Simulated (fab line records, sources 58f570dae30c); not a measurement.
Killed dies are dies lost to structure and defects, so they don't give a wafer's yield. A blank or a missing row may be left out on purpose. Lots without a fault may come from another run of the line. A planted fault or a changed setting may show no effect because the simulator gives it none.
A struck lot beside a sound one | flow berkeley_cmos170 | 17 steps out of a route of 331
Sound: wafers L871.1, L871.3, L871.6. Struck: wafers L888.1, L888.5, L888.6. The cause comes at the end.
At each step with rows: each side's tool, then ch and its chambers, then its first start. Under that, the readings that differ: sound wafers | struck wafers | difference of the means | sigmas: that difference in standard deviations of wafers without a fault.
alike: readings whose means differ by less than 2 such deviations, and words and numbers that are the same on both sides. not compared: withheld readings, readings that some wafer has no value for, bounds like >300 that may hide the same value, and numbers for which the record gives no deviation and whose values overlap.
The two part at a step that has a row with sigmas, a row that says differs or no value, or rows on one side only. Numbers that don't overlap but have no deviation are shown without sigmas and don't part them. A reading that every wafer of one side lacks parts them only if that side has two wafers or more.

first, 5 steps without rows for these wafers: UCB170_NLDD_COAT_01 (resist thk 900 nm); UCB170_NLDD_SOFTBAKE_02 (time 60 s); UCB170_NLDD_EXPOSE_03 (exposes mask NSELECT, target cd 1200 nm); UCB170_NLDD_PEB_04; UCB170_NLDD_DEVELOP_05 (develop time 45 s).
UCB170_NLDD_CD_MEAS_06: target cd 1200 nm.
  sound on cd_sem-02, day 7 06:33; struck on cd_sem-02, day 11 22:12
  alike: cd_nm
UCB170_NLDD_OVL_MEAS_07:
  sound on overlay-01, day 7 06:40; struck on overlay-02, day 11 22:19
  alike: NLDD_OVL
then, 2 steps without rows for these wafers: UCB170_NLDD_IMPLANT_08; UCB170_NLDD_IMPLANT_09.
UCB170_NLDD_STRIP_10: strips in O2.
  sound on plasma_asher-03 ch 0,1, day 7 07:00; struck on plasma_asher-03 ch 0,1, day 11 22:40
  alike: drypump_motor_current_A, oes_product_au, strip_time_to_endpoint_s
  not compared: rf_hours_counter_h
UCB170_NLDD_TW_MEAS_11:
  sound on film_metro-02, day 7 07:06; struck on film_metro-04, day 11 22:46
  alike: NLDD_TW
then, 1 step without rows for these wafers: UCB170_NLDD_CLEAN_12 (cleans in SPM, time 600 s).
UCB170_SPACER_CVD_00: deposits SiO2 from TEOS/O2, target thk 376 nm, time 47 s.
  sound on pecvd-02 ch 0,1,2, day 7 07:31; struck on pecvd-04 ch 0,1, day 12 00:41
  reading                                 | sound             | struck            | difference | sigmas
  rf_fwd_power_W (W)                      | 544.8 545.8 546.8 | 765.2 762.8 764.7 | +218.4     | +99 or more
  model.SiO2_of_SPACER_CVD_00.thk_nm (nm) | 374.1 371.8 377.7 | 412.1 420.1 416.2 | +41.6      |
  alike: heater_power_w, pressure_mtorr
UCB170_SPACER_THK_MEAS_01:
  sound on film_metro-03, day 7 07:34; struck on film_metro-03, day 12 00:44
  reading              | sound       | struck      | difference | sigmas
  SPACER_TEOS_THK (nm) | 374 372 378 | 412 420 416 | +41        | +8
then, 1 step without rows for these wafers: UCB170_SPACER_ANNEAL_02 (time 1800 s).
UCB170_SPACER_ETCHBACK_03: etches SiO2 in CHF3/CF4/Ar, stops on Si, target depth 376 nm, time 100 s.
  sound on rie_diel-01 ch 1,3, day 7 17:45; struck on rie_diel-02 ch 0,2,3, day 12 06:32
  reading                  | sound             | struck            | difference | sigmas
  oes_product_au (a.u.)    | 0.900 0.893 0.908 | 0.975 0.957 0.978 | +0.070     | +3
  model.etch.depth_nm (nm) | 374.1 371.8 377.7 | 412.1 419.8 416   | +41.4      |
  alike: drypump_motor_current_A, throttle_valve_pct
  not compared: rf_hours_counter_h
then, 1 step without rows for these wafers: UCB170_PSD_HMDS_00 (prime time 60 s).

WHERE THEY PART
First at UCB170_SPACER_CVD_00; last, within this record, at UCB170_SPACER_ETCHBACK_03.

WHY: what the simulator had put in
Process parameter drift: pecvd-04, from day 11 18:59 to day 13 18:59, at UCB170_SPACER_CVD_00. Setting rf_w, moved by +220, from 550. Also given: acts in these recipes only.
